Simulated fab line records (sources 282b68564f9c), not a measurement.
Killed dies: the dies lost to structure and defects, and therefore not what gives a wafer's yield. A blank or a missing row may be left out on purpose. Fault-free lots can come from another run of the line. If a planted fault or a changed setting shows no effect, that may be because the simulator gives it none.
fab line records | flow ritCmos
[record] lots = 7 wafers = 21 lastDay = 7
route steps=202 shown ACTIVE@1 FOX1@20 FOX2@23 M1@202
lots with no fault: from the same line, run without faults
startH: the number of hours between the record's first day and the start of the first shown wafer of the lot | waitH: hours since the lot's step before | " the same as in the row above | L1.1+2: several wafers, shown together as one row | - either no value or no given start | * or withheld: withheld | < > ~ a bound
route shown NAME@n: names a module that has steps shown in the file, with the first one's number in the route | usual: mean and standard deviation over wafers with no fault | same: alike in all rows | chamber/n: place in a boat | sites: the reading at each site | _std_site: their standard deviation | _edge_site: mean of outer sites minus mean of inner sites | radiusMm: for every site, how far away it sits from the centre of the wafer | mask NAME#n: copy n | behind: the most recent tool/chamber to have shaped the wafer | hold: what put the lot on hold/how long, in hours/how the hold closed | device: whichever transistor did not switch (one of n, p or np) | end of line: the tests these same wafers got at the end of their route | a step without rows: its recipe alone | killed: dies lost to structure and defects at the first sort, not the wafer's yield | map: shows each die of a wafer: x if killed, . if not, _ if none is there
set.NAME: the setting the step ran with; set.NAME@STEP: the setting that earlier step ran with | model.NAME: the simulator's own value behind a step, which no gauge read
a table for each step, a row for each wafer; lots at some steps of the route
services: a tool's chamber out of use, with start hour (startH, from the record's first day; less than 0 if before it), hours out, and reason
[[steps]]
[step RIT_ACTIVE_BOW_MEAS_00]
[recipe] mode = bow
[usual] INCOMING_BOW = 0/6
// columns lot.wafer tool chamber startH waitH INCOMING_BOW[um]
L529.1 filmMetro-04 - 30.00 - 1
L529.3 " - " " 10
L529.4 " - " " 2
L531.1 filmMetro-03 - 40.00 - 1
L531.2 " - " " 3
L531.3 " - " " -1
L532.1 filmMetro-03 - 45.00 - -2
L532.2 " - " " -2
L532.3 " - " " -1
L534.1 filmMetro-03 - 55.00 - 8
L534.3 " - " " -6
L534.4 " - " " 0
L537.1 filmMetro-03 - 70.00 - -9
L537.5 " - " " -4
L537.6 " - " " -4
L541.1 filmMetro-01 - 90.00 - 1
L541.2 " - " " 0
L541.4 " - " " 1
L548.2 filmMetro-01 - 125.02 - 5
L548.3 " - " " -3
L548.6 " - " " 6
[step RIT_ACTIVE_OXIDATION_01]
[recipe] tempC = 1000 ambient = O2 targetThkA = 468 oxTimeS = 3360
[usual] spikeTcSourceC = 1026.9/1.9
// columns lot.wafer tool chamber startH waitH spikeTcSourceC model.SiO2_of_ACTIVE_OXIDATION_01.thkNm
L529.1 furnace-03 0 31.13 1.1 1028.6 46.34
L529.3 " 0 " " 1028.4 46.39
L529.4 " 0 " " 1027.0 46.9
L531.1 furnace-01 0 41.02 1.0 1026.5 45.6
L531.2 " 0 " " 1026.5 46.14
L531.3 " 0 " " 1026.1 45.17
L532.1 furnace-01 0 45.51 0.5 1025.1 34.92
L532.2 " 0 " " 1025.2 35.13
L532.3 " 0 " " 1024.0 36.12
L534.1 furnace-01 0 55.70 0.7 1026.1 36.09
L534.3 " 0 " " 1025.3 35.74
L534.4 " 0 " " 1026.0 35.81
L537.1 furnace-01 0 70.12 0.1 1025.0 36.74
L537.5 " 0 " " 1025.2 35.45
L537.6 " 0 " " 1026.4 35.9
L541.1 furnace-03 0 90.12 0.1 1028.5 47.14
L541.2 " 0 " " 1029.6 47.41
L541.4 " 0 " " 1029.1 47.74
L548.2 furnace-04 0 125.76 0.7 1025.4 46.8
L548.3 " 0 " " 1027.6 46.74
L548.6 " 0 " " 1026.9 47.16
[step RIT_ACTIVE_THK_MEAS_02]
[recipe] reads = SiO2_of_ACTIVE_OXIDATION_01
[usual] ACTIVE_OXIDE_THK = 46.6/0.99
// columns lot.wafer tool chamber startH waitH ACTIVE_OXIDE_THK[nm]
L529.1 filmMetro-04 - 33.06 0.0 46.3
L529.3 " - " " 46.4
L529.4 " - " " 46.9
L531.1 filmMetro-04 - 42.96 0.0 45.6
L531.2 " - " " 46.1
L531.3 " - " " 45.2
L532.1 filmMetro-04 - 47.44 0.0 34.9
L532.2 " - " " 35.2
L532.3 " - " " 36.1
L534.1 filmMetro-04 - 57.63 0.0 36.1
L534.3 " - " " 35.7
L534.4 " - " " 35.8
L537.1 filmMetro-03 - 72.05 0.0 36.7
L537.5 " - " " 35.5
L537.6 " - " " 35.9
L541.1 filmMetro-04 - 92.05 0.0 47.1
L541.2 " - " " 47.4
L541.4 " - " " 47.8
L548.2 filmMetro-01 - 127.70 0.0 46.8
L548.3 " - " " 46.7
L548.6 " - " " 47.2
[step RIT_ACTIVE_CVD_03]
[recipe] material = Si3N4 targetThkNm = 150 tempC = 810 precursor = SiH2Cl2/NH3 timeS = 1500 pressureMtorr = 300 sih2cl2FlowSccm = 60 nh3FlowSccm = 150
[step RIT_ACTIVE_THK_MEAS_04]
[recipe] reads = Si3N4_of_ACTIVE_CVD_03
[usual] ACTIVE_NITRIDE_THK = 149.8/1.1
// columns lot.wafer tool chamber startH waitH ACTIVE_NITRIDE_THK[nm]
L529.1 filmMetro-03 - 35.03 0.0 149.6
L529.3 " - " " 149.8
L529.4 " - " " 150.3
L531.1 filmMetro-01 - 44.43 0.0 150.1
L531.2 " - " " 150.3
L531.3 " - " " 150.4
L532.1 filmMetro-03 - 48.92 0.0 148.6
L532.2 " - " " 149.4
L532.3 " - " " 148.5
L534.1 filmMetro-03 - 59.11 0.0 149.2
L534.3 " - " " 149.6
L534.4 " - " " 150.8
L537.1 filmMetro-03 - 73.53 0.0 149.6
L537.5 " - " " 150.8
L537.6 " - " " 149.6
L541.1 filmMetro-04 - 93.53 0.0 149.3
L541.2 " - " " 150.8
L541.4 " - " " 149.8
L548.2 filmMetro-04 - 129.18 0.0 150.9
L548.3 " - " " 148.9
L548.6 " - " " 149.8
[step RIT_ACTIVE_HMDS_05]
[recipe] primeTimeS = 60 primeTempC = 140
[step RIT_ACTIVE_COAT_06]
[recipe] resist = NOVOLAK spinRpm = 3250 resistThkNm = 1000
[step RIT_ACTIVE_SOFTBAKE_07]
[recipe] resist = NOVOLAK tempC = 90 timeS = 60
[step RIT_ACTIVE_EXPOSE_08]
[recipe] maskId = M1 na = 0.6 sourceShape = conventional sigmaOuter = 0.6 targetCdNm = 1400 doseMj = 225
[step RIT_ACTIVE_PEB_09]
[recipe] resist = NOVOLAK tempC = withheld timeS = withheld
[step RIT_ACTIVE_DEVELOP_10]
[recipe] resist = NOVOLAK developTimeS = 50 devTempC = 23
[step RIT_ACTIVE_CD_MEAS_11]
[recipe] targetCdNm = 1400
[usual] cdNm = 1400.3/2
// columns lot.wafer tool chamber startH waitH cdNm
L529.1 cdSem-01 - 36.07 - 1401.9
L529.3 " - " " 1400.8
L529.4 " - " " 1402.3
L531.1 cdSem-01 - 45.47 - 1398.5
L531.2 " - " " 1399.5
L531.3 " - " " 1400.2
L532.1 cdSem-01 - 49.83 - 1397.7
L532.2 " - " " 1400.9
L532.3 " - " " 1399.3
L534.1 cdSem-02 - 60.14 - 1399.4
L534.3 " - " " 1402.3
L534.4 " - " " 1399.9
L537.1 cdSem-01 - 74.44 - 1402.3
L537.5 " - " " 1401.7
L537.6 " - " " 1403.1
L541.1 cdSem-02 - 94.45 - 1399.6
L541.2 " - " " 1400.4
L541.4 " - " " 1399.5
L548.2 cdSem-01 - 130.22 - 1402.2
L548.3 " - " " 1400.0
L548.6 " - " " 1400.8
[step RIT_ACTIVE_HARDBAKE_12]
[recipe] resist = NOVOLAK tempC = 140 timeS = 60
[step RIT_ACTIVE_ETCH_13]
[recipe] stopOn = SiO2 chemistry = SF6 target = Si3N4 timeS = 210 overEtchFrac = 0.4 SF6_flow_sccm = 200 pressureMtorr = 260 rfW = 125 targetDepthA = 2100
[usual] drypumpMotorCurrentA = 5.7/0.42 oesProductAu = 0.824/0.01 throttleValvePct = 7.52/0.12
// columns lot.wafer tool chamber startH waitH drypumpMotorCurrentA oesProductAu rfHoursCounterH throttleValvePct
L529.1 rieDiel-01 1 36.34 0.1 5.0 0.830 54 7.46
L529.3 " 2 " " 6.5 0.808 24 7.41
L529.4 " 1 " " 5.1 0.832 - 7.46
L531.1 rieDiel-02 2 45.74 0.1 5.3 0.814 167 7.71
L531.2 " 1 " " 5.5 0.828 60 7.51
L531.3 " 0 " " 6.3 0.818 137 7.58
L532.1 rieDiel-04 0 50.10 0.1 5.7 0.820 24 7.58
L532.2 " 1 " " 5.1 0.836 127 7.28
L532.3 " 2 " " 6.2 0.809 108 7.60
L534.1 rieDiel-02 0 60.41 0.1 6.3 0.815 137 7.56
L534.3 " 3 " " 5.8 0.823 114 7.40
L534.4 " 3 " " 5.8 0.820 - 7.39
L537.1 rieDiel-02 2 74.71 0.1 5.3 0.830 0 7.72
L537.5 " 0 " " 6.3 0.811 - 7.56
L537.6 " 3 " " 5.8 0.831 - 7.39
L541.1 rieDiel-02 1 94.72 0.1 5.5 0.833 61 7.49
L541.2 " 2 " " 5.3 0.844 0 7.72
L541.4 " 3 " " 5.8 0.821 115 7.40
L548.2 rieDiel-04 3 130.47 0.1 5.7 0.824 1 7.52
L548.3 " 0 " " 5.7 0.831 25 7.58
L548.6 " 1 " " 5.1 0.831 - 7.28
[step RIT_ACTIVE_STRIP_14]
[recipe] chemistry = O2 timeS = 180 resist = NOVOLAK platenTempC = withheld powerW = 500 pressureMtorr = 4000 o2FlowSccm = 4000
[usual] drypumpMotorCurrentA = 5.8/0.46
// columns lot.wafer tool chamber startH waitH drypumpMotorCurrentA rfHoursCounterH
L529.1 plasmaAsher-01 0 36.47 0.1 5.0 40
L529.3 " 1 " " 6.2 -
L529.4 " 0 " " 5.1 -
L531.1 plasmaAsher-02 1 45.87 0.1 5.9 40
L531.2 " 0 " " 6.3 40
L531.3 " 0 " " 6.3 -
L532.1 plasmaAsher-02 0 50.23 0.1 6.3 41
L532.2 " 1 " " 6.0 41
L532.3 " 0 " " 6.3 -
L534.1 plasmaAsher-01 1 60.54 0.1 6.2 43
L534.3 " 0 " " 5.1 -
L534.4 " 1 " " 6.3 -
L537.1 plasmaAsher-01 1 74.84 0.1 6.2 44
L537.5 " 0 " " 5.0 -
L537.6 " 1 " " 6.2 -
L541.1 plasmaAsher-01 0 94.85 0.1 5.1 46
L541.2 " 1 " " 6.3 46
L541.4 " 1 " " 6.3 -
L548.2 plasmaAsher-03 0 130.61 0.1 5.9 33
L548.3 " 1 " " 5.8 -
L548.6 " 1 " " 5.8 -
[step RIT_ACTIVE_CD_MEAS_90]
[recipe] targetCdNm = 1400
[usual] cdNm = 1400.3/2
// columns lot.wafer tool chamber startH waitH cdNm
L529.1 cdSem-01 - 36.65 0.1 1401.8
L529.3 " - " " 1400.7
L529.4 " - " " 1402.2
L531.1 cdSem-02 - 46.05 0.1 1398.8
L531.2 " - " " 1399.6
L531.3 " - " " 1399.9
L532.1 cdSem-02 - 50.40 0.1 1397.7
L532.2 " - " " 1400.7
L532.3 " - " " 1399.2
L534.1 cdSem-01 - 60.72 0.1 1399.3
L534.3 " - " " 1402.4
L534.4 " - " " 1400.4
L537.1 cdSem-02 - 75.02 0.1 1402.3
L537.5 " - " " 1401.4
L537.6 " - " " 1403.3
L541.1 cdSem-01 - 95.03 0.1 1400.2
L541.2 " - " " 1400.3
L541.4 " - " " 1399.1
L548.2 cdSem-01 - 130.80 0.1 1402.7
L548.3 " - " " 1399.8
L548.6 " - " " 1400.9
[step RIT_ACTIVE_CLEAN_15]
[recipe] chemistry = SC1 mix = 3:3:50 timeS = 600 tempC = 75
[step RIT_ACTIVE_CLEAN_16]
[recipe] chemistry = dHF dilution = 50:1 timeS = 30
[step RIT_ACTIVE_CLEAN_17]
[recipe] chemistry = SC2 mix = 3:3:50 timeS = 600 tempC = 75 dry = n2Spin
[step RIT_FOX1_OXIDATION_00]
[recipe] tempC = 1100 ambient = H2O targetThkA = 3507 pH2oTorr = 720 oxTimeS = 1130
[step RIT_FOX1_THK_MEAS_01]
[recipe] reads = SiO2_of_FOX1_OXIDATION_00
[usual] FOX1_OXIDE_THK = 350/5.7
// columns lot.wafer tool chamber startH waitH FOX1_OXIDE_THK[nm]
L529.1 filmMetro-01 - 39.53 0.0 353
L529.3 " - " " 352
L529.4 " - " " 349
L531.1 filmMetro-04 - 48.61 0.0 363
L531.2 " - " " 361
L531.3 " - " " 358
L532.1 filmMetro-02 - 52.47 0.0 349
L532.2 " - " " 354
L532.3 " - " " 350
L534.1 filmMetro-01 - 62.82 0.0 338
L534.3 " - " " 335
L534.4 " - " " 336
L537.1 filmMetro-02 - 77.65 0.0 352
L537.5 " - " " 355
L537.6 " - " " 351
L541.1 filmMetro-04 - 98.03 0.0 362
L541.2 " - " " 362
L541.4 " - " " 361
L548.2 filmMetro-01 - 132.64 0.0 354
L548.3 " - " " 350
L548.6 " - " " 354
[step RIT_FOX1_WET_ETCH_02]
[recipe] chemistry = BOE targetDepthNm = 350 timeS = 390 tempC = 21.5 dry = n2Spin dilution = 10:1 target = SiO2
[step RIT_FOX2_OXIDATION_00]
[recipe] tempC = 1100 ambient = H2O targetThkA = 3507 pH2oTorr = 720 oxTimeS = 1130
[step RIT_FOX2_THK_MEAS_01]
[recipe] reads = SiO2_of_FOX2_OXIDATION_00
[usual] FOX2_OXIDE_THK = 351/7.1
// columns lot.wafer tool chamber startH waitH FOX2_OXIDE_THK[nm]
L529.1 filmMetro-02 - 41.02 0.0 357
L529.3 " - " " 358
L529.4 " - " " 355
L531.1 filmMetro-01 - 50.61 0.0 337
L531.2 " - " " 342
L531.3 " - " " 341
L532.1 filmMetro-03 - 53.96 0.0 358
L532.2 " - " " 358
L532.3 " - " " 364
L534.1 filmMetro-03 - 64.39 0.0 343
L534.3 " - " " 343
L534.4 " - " " 345
L537.1 filmMetro-03 - 79.14 0.0 353
L537.5 " - " " 352
L537.6 " - " " 352
L541.1 filmMetro-01 - 100.61 0.0 334
L541.2 " - " " 336
L541.4 " - " " 330
L548.2 filmMetro-02 - 134.14 0.0 350
L548.3 " - " " 352
L548.6 " - " " 352
[step RIT_FOX2_CLEAN_02]
[recipe] chemistry = dHF dilution = 50:1 timeS = 180
[step RIT_FOX2_WET_ETCH_03]
[recipe] chemistry = H3PO4 target = Si3N4 targetDepthNm = 195 tempC = 165 timeS = 2700
// columns lot.wafer tool chamber startH waitH model.SiO2_of_ACTIVE_OXIDATION_01.thkNm
L529.1 wetBench-01 2 41.14 0.0 41.21
L529.3 " 2 " " 41.22
L529.4 " 2 " " 41.72
L531.1 wetBench-03 2 50.73 0.0 38.26
L531.2 " 2 " " 40.83
L531.3 " 2 " " 39.98
L532.1 wetBench-04 1 54.09 0.0 29.37
L532.2 " 1 " " 31.21
L532.3 " 1 " " 30.33
L534.1 wetBench-03 1 64.51 0.0 32
L534.3 " 1 " " 30.94
L534.4 " 1 " " 31.01
L537.1 wetBench-01 0 79.25 0.0 30.55
L537.5 " 0 " " 31.55
L537.6 " 0 " " 31.18
L541.1 wetBench-01 0 100.74 0.0 41.93
L541.2 " 0 " " 40.09
L541.4 " 0 " " 41.7
L548.2 wetBench-04 0 134.26 0.0 41.64
L548.3 " 0 " " 39.95
L548.6 " 0 " " 41.96
[step RIT_FOX2_THK_MEAS_90]
[recipe] reads = SiO2_of_FOX2_OXIDATION_00
[usual] FIELD_OXIDE_LEFT_1_THK = 323/7.1
// columns lot.wafer tool chamber startH waitH FIELD_OXIDE_LEFT_1_THK[nm]
L529.1 filmMetro-03 - 41.90 0.0 329
L529.3 " - " " 330
L529.4 " - " " 327
L531.1 filmMetro-01 - 51.49 0.0 309
L531.2 " - " " 314
L531.3 " - " " 314
L532.1 filmMetro-03 - 54.91 0.0 331
L532.2 " - " " 331
L532.3 " - " " 337
L534.1 filmMetro-01 - 65.26 0.0 316
L534.3 " - " " 316
L534.4 " - " " 318
L537.1 filmMetro-03 - 80.16 0.0 326
L537.5 " - " " 325
L537.6 " - " " 324
L541.1 filmMetro-03 - 101.64 0.0 307
L541.2 " - " " 309
L541.4 " - " " 302
L548.2 filmMetro-02 - 135.03 0.0 323
L548.3 " - " " 325
L548.6 " - " " 325
[step RIT_M1_PROBE_99]
[usual] killedAtContacts = 0.1/0.24 killedAtFrontEnd = 7/3.2 killedDies = 7/3.2 killedOnRim = 1.9/1.4 killedOpen = 3.6/2.1 killedShort = 3.5/2
[same] grossDies = 264 killed_at_M0_to_M3 = 0 killed_at_M4_up = 0 killedAtBackSide = 0 killedAtOther = 0
// columns lot.wafer tool chamber startH waitH killedAtContacts killedAtFrontEnd killedDies killedOnRim killedOpen killedShort model.etest.pldd.widthNm model.etest.nldd.widthNm model.etest.nplusSal.widthNm model.etest.pplusSal.widthNm model.etest.nmosNarrow.driveUaUm model.etest.pmosNarrow.driveUaUm model.etest.capNGate.cMinFfUm2
L529.1 prober-02 - 81.59 0.1 0 6 6 1 4 2 3187 3182 3450 3461 218.6 97.45 2.363
L529.3 prober-02 - 81.69 0.2 0 7 7 3 2 5 3159 3172 3440 3423 217.4 95.72 2.348
L529.4 prober-02 - 81.74 0.2 0 7 7 3 1 6 3183 3184 3466 3459 215.1 96.12 2.362
L531.1 prober-02 - 89.45 0.1 0 3 3 0 2 1 3187 3206 3459 3442 238.4 101.5 2.345
L531.2 prober-02 - 89.50 0.1 0 1 1 1 0 1 3198 3194 3456 3427 240.3 103.7 2.333
L531.3 prober-02 - 89.55 0.2 0 1 1 0 1 0 3194 3204 3451 3454 240.5 103.1 2.323
L532.1 prober-01 - 92.62 0.1 0 9 9 2 3 6 3276 3269 3533 3527 263.2 118.3 2.346
L532.2 prober-01 - 92.67 0.1 0 10 10 3 5 5 3257 3277 3520 3512 263.6 118.9 2.33
L532.3 prober-01 - 92.72 0.2 0 6 6 2 2 4 3270 3264 3516 3498 254 115.7 2.332
L534.1 prober-01 - 103.71 0.1 0 8 8 2 3 5 3277 3299 3538 3520 264 115.9 2.341
L534.3 prober-01 - 103.81 0.2 0 6 6 0 2 4 3286 3306 3547 3528 265.8 117.2 2.33
L534.4 prober-01 - 103.86 0.2 0 10 10 3 4 6 3294 3315 3528 3527 262.8 114 2.331
L537.1 prober-02 - 122.51 0.1 0 7 7 3 4 3 3283 3266 3501 3500 245 108.4 2.319
L537.5 prober-02 - 122.71 0.2 0 8 8 3 6 2 3287 3270 3531 3522 251.7 113.3 2.326
L537.6 prober-02 - 122.76 0.2 0 5 5 2 3 2 3276 3280 3497 3501 250.3 109.9 2.314
L541.1 prober-02 - 142.41 0.1 0 4 4 0 1 3 3170 3178 3445 3446 234 105.5 2.354
L541.2 prober-02 - 142.46 0.1 0 5 5 2 4 1 3161 3189 3423 3410 226.4 101.9 2.339
L541.4 prober-02 - 142.56 0.2 1 9 10 2 6 4 3173 3177 3450 3452 233.9 106.2 2.35
L548.2 prober-01 - 173.73 0.1 0 2 2 0 1 1 3177 3197 3444 3443 238.3 107.2 2.393
L548.3 prober-01 - 173.78 0.2 0 10 10 3 6 4 3171 3182 3424 3447 238.3 107.5 2.391
L548.6 prober-01 - 173.93 0.2 0 9 9 3 5 4 3178 3170 3422 3436 234.6 107 2.381
// killed by level:class
L529.1 GATE:geometricParticle:short=2 FOX1:geometricParticle:open=1 GATE:geometricParticle:open=1 SPACER:geometricParticle:open=1 SILICIDE:geometricParticle:open=1
L529.3 GATE:geometricParticle:short=4 ACTIVE:geometricParticle:open=1 SILICIDE:geometricParticle:short=1 SILICIDE:geometricParticle:open=1
L529.4 SPACER:geometricParticle:short=4 GATE:geometricParticle:short=2 SPACER:geometricParticle:open=1
L531.1 GATE:geometricParticle:short=1 GATE:geometricParticle:open=1 SILICIDE:geometricParticle:open=1
L531.2 GATE:geometricParticle:short=1
L531.3 REOX:geometricParticle:open=1
L532.1 GATE:geometricParticle:open=3 GATE:geometricParticle:short=3 REOX:geometricParticle:short=2 SILICIDE:geometricParticle:short=1
L532.2 GATE:geometricParticle:open=3 GATE:geometricParticle:short=2 FOX2:geometricParticle:short=1 REOX:geometricParticle:open=1 SPACER:geometricParticle:open=1 SPACER:geometricParticle:short=1 SILICIDE:geometricParticle:short=1
L532.3 FOX2:geometricParticle:short=1 FOX2:geometricParticle:open=1 GATE:geometricParticle:short=1 GATE:geometricParticle:open=1 REOX:geometricParticle:short=1 SILICIDE:geometricParticle:short=1
L534.1 GATE:geometricParticle:short=3 GATE:geometricParticle:open=2 FOX1:geometricParticle:short=1 FOX1:geometricParticle:open=1 FOX2:geometricParticle:short=1
L534.3 GATE:geometricParticle:open=2 GATE:geometricParticle:short=2 FOX1:geometricParticle:short=1 FOX2:geometricParticle:short=1
L534.4 FOX1:geometricParticle:short=3 GATE:geometricParticle:open=2 SILICIDE:geometricParticle:short=2 GATE:geometricParticle:short=1 SPACER:geometricParticle:open=1 SILICIDE:geometricParticle:open=1
L537.1 FOX1:geometricParticle:open=2 GATE:geometricParticle:short=1 GATE:geometricParticle:open=1 REOX:geometricParticle:short=1 SPACER:geometricParticle:short=1 SPACER:geometricParticle:open=1
L537.5 FOX1:geometricParticle:open=2 SILICIDE:geometricParticle:open=2 FOX1:geometricParticle:short=1 GATE:geometricParticle:open=1 SPACER:geometricParticle:short=1 SPACER:geometricParticle:open=1
L537.6 GATE:geometricParticle:open=2 GATE:geometricParticle:short=1 SPACER:geometricParticle:short=1 SPACER:geometricParticle:open=1
L541.1 SPACER:geometricParticle:short=2 GATE:geometricParticle:short=1 GATE:geometricParticle:open=1
L541.2 GATE:geometricParticle:open=3 FOX2:geometricParticle:open=1 SILICIDE:geometricParticle:short=1
L541.4 GATE:geometricParticle:open=4 GATE:geometricParticle:short=1 REOX:geometricParticle:open=1 SPACER:geometricParticle:open=1 SPACER:geometricParticle:short=1 SILICIDE:geometricParticle:short=1 CONTACT:geometricParticle:short=1
L548.2 FOX2:geometricParticle:open=1 SILICIDE:geometricParticle:short=1
L548.3 FOX2:geometricParticle:open=3 GATE:geometricParticle:short=2 GATE:geometricParticle:open=1 REOX:geometricParticle:short=1 REOX:geometricParticle:open=1 SPACER:geometricParticle:short=1 SILICIDE:geometricParticle:open=1
L548.6 FOX1:geometricParticle:short=2 GATE:geometricParticle:open=2 SILICIDE:geometricParticle:short=2 REOX:geometricParticle:open=1 SPACER:geometricParticle:open=1 SILICIDE:geometricParticle:open=1
[[services]]
// columns tool chamber startH hours kind
furnace-01 - 22.12 3.6 pm
plasmaAsher-03 - 27.07 0.7 repair
furnace-04 - 28.30 3.6 pm
plasmaAsher-02 - 33.44 0.7 repair
rieDiel-04 2 55.60 5.4 repair
rieDiel-02 2 58.13 - clean
rieDiel-02 2 58.13 14.6 scheduledDown
rieDiel-02 2 58.13 14.6 ventCycle
rieDiel-04 3 62.73 - clean
rieDiel-04 3 62.73 14.3 scheduledDown
rieDiel-04 3 62.73 14.3 ventCycle
rieDiel-02 1 107.61 3.9 repair
plasmaAsher-03 - 109.64 4.5 repair
rieDiel-02 - 132.26 14.6 pm
furnace-03 - 132.80 3.2 pm
[[key]]
[firstSign] step = RIT_ACTIVE_THK_MEAS_02 reading = ACTIVE_OXIDE_THK direction = down sigmas = 11 usual = 46.6 struck = 35.8
effect none on later readings
[modelEffect] step = RIT_ACTIVE_OXIDATION_01 value = SiO2_of_ACTIVE_OXIDATION_01.thkNm without = 46.65 struck = 35.77
[modelEffect] step = RIT_FOX2_WET_ETCH_03 value = SiO2_of_ACTIVE_OXIDATION_01.thkNm without = 40.57 struck = 30.9
[modelEffect] step = RIT_M1_PROBE_99 value = etest.pldd.widthNm without = 3183 struck = 3278
metAt RIT_ACTIVE_OXIDATION_01
struckWafers L532.1,L532.2,L532.3,L534.1,L534.3,L534.4,L537.1,L537.5,L537.6
testerLeftOut L532,L534,L537
onsetBetween 41.02 45.51
[fault] kind = processParameterDrift tool = furnace-01 chamber = - onsetH = 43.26 steps = RIT_ACTIVE_OXIDATION_01 channel = oxTimeS offset = * shape = step endH = 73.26 actsIn = * stated = *
// testerLeftOut: of these lots the tester's yield and bins aren't shown, on N5 and GAA mostly nor the transistor test; their killed dies are dies lost to structure and defects alone, not to doping, threshold or leakage, so they don't give the yield
